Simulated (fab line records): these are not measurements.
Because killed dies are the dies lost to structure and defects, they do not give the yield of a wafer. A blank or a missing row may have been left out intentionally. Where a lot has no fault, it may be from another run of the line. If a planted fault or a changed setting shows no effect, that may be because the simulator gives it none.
Comparing a struck lot with a sound one -- flow ritCmos -- 20 steps out of a route of 202
Sound: the wafers L941.1, L941.2, L941.4. Wafers struck: L946.4, L946.5, L946.6. The cause is given at the end.
Each step with rows lists, per side, the tool, then ch with its chambers, then its first start. Under that, the readings that differ: sound wafers -- struck wafers -- difference of the means -- sigmas: that difference in standard deviations of wafers without a fault.
alike: a reading whose means differ by less than 2 such deviations, as well as words and numbers matching on both sides. not compared: withheld readings; readings where some wafer has no value; bounds like >300 that might hide an equal value; numbers whose values overlap and for which the record gives no deviation.
A row with sigmas, a row that says differs or no value, or rows on one side alone: a step with any of these is where the two part. Numbers that don't overlap but have no deviation are shown without sigmas and don't part them. A reading that every wafer of one side lacks parts them only if that side has two wafers or more.

first, 2 steps without rows for these wafers: RIT_NWELL_HARDBAKE_07 (time 120 s); RIT_NWELL_IMPLANT_08.
RIT_NWELL_STRIP_09: strips in O2, time 180 s.
  sound on plasmaAsher-02 ch 0,1, day 2 08:35; struck on plasmaAsher-03 ch 0,1, day 3 08:48
  alike: drypumpMotorCurrentA
  not compared: rfHoursCounterH
RIT_NWELL_TW_MEAS_10:
  struck on filmMetro-01, day 3 08:57; sound on filmMetro-03, day 2 08:45
reading,sound,struck,difference,sigmas
NWELL_TW,2192 2174 2183,2115 2102 2112,-73,-2
then, 6 steps without rows for these wafers: RIT_PWELL_HMDS_00 (prime time 60 s); RIT_PWELL_COAT_01 (resist thk 1300 nm); RIT_PWELL_SOFTBAKE_02 (time 59.02 s); RIT_PWELL_EXPOSE_03 (exposes mask M3, target cd 43700 nm); RIT_PWELL_PEB_04; RIT_PWELL_DEVELOP_05 (develop time 68 s).
RIT_PWELL_OVL_MEAS_06:
  struck on overlay-02, day 3 09:52; sound on overlay-01, day 2 09:41
  alike: PWELL_OVL
then, 1 step without rows for these wafers: RIT_PWELL_HARDBAKE_07 (time 120 s).
RIT_PWELL_IMPLANT_08:
  sound on implanter-03 ch 0, day 2 09:59; struck on implanter-04 ch 0, day 3 10:13
reading,sound,struck,difference,sigmas
doseIonsCm2,6.995e+13 6.99e+13 6.993e+13,4.875e+13 4.866e+13 4.874e+13,-2.121e+13,-99 or more
faradayCurrentUA,219 227 223,152 156 152,-70,-15
  alike: endStationPressureTorr
RIT_PWELL_STRIP_09: strips in O2, time 180 s.
  sound on plasmaAsher-02 ch 0,1, day 2 10:08; struck on plasmaAsher-01 ch 0,1, day 3 10:21
  alike: drypumpMotorCurrentA
  not compared: rfHoursCounterH
RIT_PWELL_TW_MEAS_10:
  struck on filmMetro-03, day 3 10:30; sound on filmMetro-04, day 2 10:19
reading,sound,struck,difference,sigmas
PWELL_TW,963 966 964,865 858 858,-104,-7
then, 1 step without rows for these wafers: RIT_WELLDRIVE_ANNEAL_00 (time 14700 s).
RIT_WELLDRIVE_RS_MEAS_01: a four-point-probe measurement.
  struck on filmMetro-03, day 3 15:50; sound on filmMetro-03, day 2 15:32
  alike: NWELL_RS
RIT_WELLDRIVE_RS_MEAS_02: a four-point-probe measurement.
  struck on filmMetro-03, day 3 15:58; sound on filmMetro-03, day 2 15:39
reading,sound,struck,difference,sigmas
PWELL_RS (ohm/sq),428.6 427.6 428.6,539.7 540.8 540.4,+112.0,+99 or more
then, 1 step without rows for these wafers: RIT_NRETRO_HMDS_00 (prime time 60 s).
RIT_M1_PROBE_99:
  struck on prober-01, day 4 21:23; sound on prober-02, day 4 01:35
reading,sound,struck,difference,sigmas
model.etest.nmos_0p3.rOnOhmUm,2186 2173 2172,1925 1929 1963,-238,
model.etest.pwellPinched.rsOhmSq,468.6 459.1 467.2,565 565 565.3,+100,
model.etest.pwell.rsOhmSq,418.8 417.7 419.4,521.9 523 518.7,+102.6,
model.etest.nmos_0p15.rOnOhmUm,1147 1106 1147,1018 1012 1037,-111,
model.etest.nmosTurned.driveUaUm,329.8 319.3 312.7,398.8 398.2 395,+76.7,
model.etest.nmos_0p15.driveUaUm,463 468.2 459.5,540.8 543.8 543.7,+79.2,
model.etest.nmos_0p3.driveUaUm,219.9 220.9 221.1,267.6 270 269.4,+48.4,
model.etest.nmosNarrow.driveUaUm,219.9 218.8 221.9,258.9 259.4 262.3,+40.0,
  alike: killedAtFrontEnd, killedDies, killedOpen, killedShort

## WHERE THEY PART
Last at RIT_WELLDRIVE_RS_MEAS_02 as far as this record goes, first at RIT_NWELL_TW_MEAS_10. Later steps at which nothing parts them and some readings are alike: RIT_M1_PROBE_99.

WHY: what had been put in by the simulator
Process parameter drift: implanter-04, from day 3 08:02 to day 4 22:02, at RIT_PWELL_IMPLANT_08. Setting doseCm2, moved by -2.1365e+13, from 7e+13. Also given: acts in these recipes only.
